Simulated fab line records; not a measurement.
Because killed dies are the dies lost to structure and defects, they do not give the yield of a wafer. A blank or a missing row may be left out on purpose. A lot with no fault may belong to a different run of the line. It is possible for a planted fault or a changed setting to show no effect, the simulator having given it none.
Comparing a struck lot with a sound one || flow rit_cmos || 44 out of 202 route steps
Sound: wafers L231.2, L231.3, L231.6. Struck: wafers L246.3, L246.4, L246.6. The cause is given at the end.
For every step that has rows: the tool of each side, followed by ch and its chambers, followed by its first start. Under that, the readings that differ: sound wafers || struck wafers || difference of the means || sigmas: that difference in standard deviations of wafers without a fault.
alike: readings with means less than 2 such deviations apart, plus words and numbers identical on both sides. not compared: withheld readings, readings lacking a value on some wafer, bounds such as >300 that could conceal the same value, and numbers that have no deviation in the record and whose values overlap.
A row with sigmas, a row that says differs or no value, or rows on one side alone: a step with any of these is where the two part. Numbers that don't overlap but have no deviation are shown without sigmas and don't part them. A reading missing from all wafers of one side parts the sides only when that side holds two or more wafers.

first, 2 steps without rows for these wafers: RIT_NLDD_HARDBAKE_07 (time 60 s); RIT_NLDD_IMPLANT_08.
RIT_NLDD_STRIP_09: strips in O2, time 180 s.
  sound on plasma_asher-03 ch 0,1, day 4 10:31; struck on plasma_asher-01 ch 0,1, day 6 21:29
  alike: drypump_motor_current_A, rf_refl_power_W
  not compared: rf_hours_counter_h
RIT_NLDD_TW_MEAS_10:
  struck on film_metro-03, day 6 21:38; sound on film_metro-01, day 4 10:42
  alike: NLDD_TW
then, 6 steps without rows for these wafers: RIT_PLDD_HMDS_00 (prime time 60 s); RIT_PLDD_COAT_01 (resist thk 1000 nm); RIT_PLDD_SOFTBAKE_02 (time 60 s); RIT_PLDD_EXPOSE_03 (exposes mask M8, target cd 40900 nm); RIT_PLDD_PEB_04; RIT_PLDD_DEVELOP_05 (develop time 50 s).
RIT_PLDD_OVL_MEAS_06:
  struck on overlay-01, day 6 22:44; sound on overlay-02, day 4 11:52
{"reading": "PLDD_OVL (nm)", "sound": "-1.0 -1.2 -1.8", "struck": "2.4 0.1 2.7", "difference": "+3.1", "sigmas": "+2"}
then, 1 step without rows for these wafers: RIT_PLDD_HARDBAKE_07 (time 60 s).
RIT_PLDD_IMPLANT_08:
  sound on implanter-02 ch 0, day 4 12:11; struck on implanter-02 ch 0, day 6 22:58
{"reading": "dose_ions_cm2", "sound": "9.018e+14 9.01e+14 9.004e+14", "struck": "1.0241e+15 1.0245e+15 1.0245e+15", "difference": "+1.2330e+14", "sigmas": "+99 or more"}
{"reading": "faraday_current_uA", "sound": "2714 2854 2854", "struck": "3201 3124 3224", "difference": "+376", "sigmas": "+7"}
  alike: tilt_deg
RIT_PLDD_STRIP_09: strips in O2, time 180 s.
  sound on plasma_asher-03 ch 0, day 4 12:18; struck on plasma_asher-04 ch 0,1, day 6 23:08
  alike: drypump_motor_current_A, rf_refl_power_W
  not compared: rf_hours_counter_h
RIT_PLDD_TW_MEAS_10:
  struck on film_metro-01, day 6 23:16; sound on film_metro-02, day 4 12:29
  alike: PLDD_TW
then, 4 steps without rows for these wafers: RIT_SPACER_CLEAN_00 (cleans in SC1, time 600 s); RIT_SPACER_CLEAN_01 (cleans in dHF, time 30 s); RIT_SPACER_CLEAN_02 (cleans in SC2, time 600 s); RIT_SPACER_CVD_03 (deposits Si3N4 from SiH2Cl2/NH3, target thk 250 nm, time 3300 s).
RIT_SPACER_THK_MEAS_04:
  struck on film_metro-01, day 7 03:10; sound on film_metro-04, day 4 14:51
  alike: SPACER_NITRIDE_THK
RIT_SPACER_ETCHBACK_05: etches Si3N4 in SF6/CHF3, stops on SiO2, target depth 250 nm, time 240 s.
  sound on rie_diel-04 ch 2,3, day 4 14:54; struck on rie_diel-03 ch 0,3, day 7 03:12
  alike: drypump_motor_current_A, oes_product_au, throttle_valve_pct
  not compared: rf_hours_counter_h
then, 6 steps without rows for these wafers: RIT_NSD_HMDS_00 (prime time 60 s); RIT_NSD_COAT_01 (resist thk 1000 nm); RIT_NSD_SOFTBAKE_02 (time 60 s); RIT_NSD_EXPOSE_03 (exposes mask M9, target cd 40700 nm); RIT_NSD_PEB_04; RIT_NSD_DEVELOP_05 (develop time 50 s).
RIT_NSD_OVL_MEAS_06:
  struck on overlay-02, day 7 04:29; sound on overlay-02, day 4 16:02
  alike: NSD_OVL
then, 2 steps without rows for these wafers: RIT_NSD_HARDBAKE_07 (time 60 s); RIT_NSD_IMPLANT_08.
RIT_NSD_STRIP_09: strips in O2, time 180 s.
  sound on plasma_asher-03 ch 0,1, day 4 16:22; struck on plasma_asher-02 ch 0,1, day 7 04:52
{"reading": "drypump_motor_current_A (A)", "sound": "4.7 4.7 5.7", "struck": "5.7 6.4 6.4", "difference": "+1.1", "sigmas": "+2"}
  alike: rf_refl_power_W
  not compared: rf_hours_counter_h
RIT_NSD_TW_MEAS_10:
  struck on film_metro-02, day 7 05:00; sound on film_metro-02, day 4 16:33
  alike: NSD_TW
then, 6 steps without rows for these wafers: RIT_PSD_HMDS_00 (prime time 60 s); RIT_PSD_COAT_01 (resist thk 1000 nm); RIT_PSD_SOFTBAKE_02 (time 60 s); RIT_PSD_EXPOSE_03 (exposes mask M10, target cd 40900 nm); RIT_PSD_PEB_04; RIT_PSD_DEVELOP_05 (develop time 50 s).
RIT_PSD_OVL_MEAS_06:
  struck on overlay-01, day 7 06:02; sound on overlay-01, day 4 17:35
  alike: PSD_OVL
then, 2 steps without rows for these wafers: RIT_PSD_HARDBAKE_07 (time 60 s); RIT_PSD_IMPLANT_08.
RIT_PSD_STRIP_09: strips in O2, time 180 s.
  sound on plasma_asher-02 ch 1, day 4 17:55; struck on plasma_asher-04 ch 0,1, day 7 06:25
{"reading": "drypump_motor_current_A (A)", "sound": "6.4 6.4 6.5", "struck": "5.5 4.9 4.9", "difference": -1.3, "sigmas": -3}
  alike: rf_refl_power_W
  not compared: rf_hours_counter_h
RIT_SDANNEAL_RS_MEAS_06: measurement is done with a four-point probe.
  struck on film_metro-02, day 7 07:17; sound on film_metro-03, day 4 18:50
{"reading": "PLDD_RS (ohm/sq)", "sound": "177.9 177.3 178.2", "struck": "169.3 168.9 169.3", "difference": -8.6, "sigmas": -20}
RIT_M1_PROBE_99:
  record: rows for the struck wafers here (prober-02, day 7 14:36), none for the sound ones

## WHERE THEY PART
First at RIT_PLDD_OVL_MEAS_06; last, within this record, at RIT_M1_PROBE_99.

WHY: whatever the simulator had introduced
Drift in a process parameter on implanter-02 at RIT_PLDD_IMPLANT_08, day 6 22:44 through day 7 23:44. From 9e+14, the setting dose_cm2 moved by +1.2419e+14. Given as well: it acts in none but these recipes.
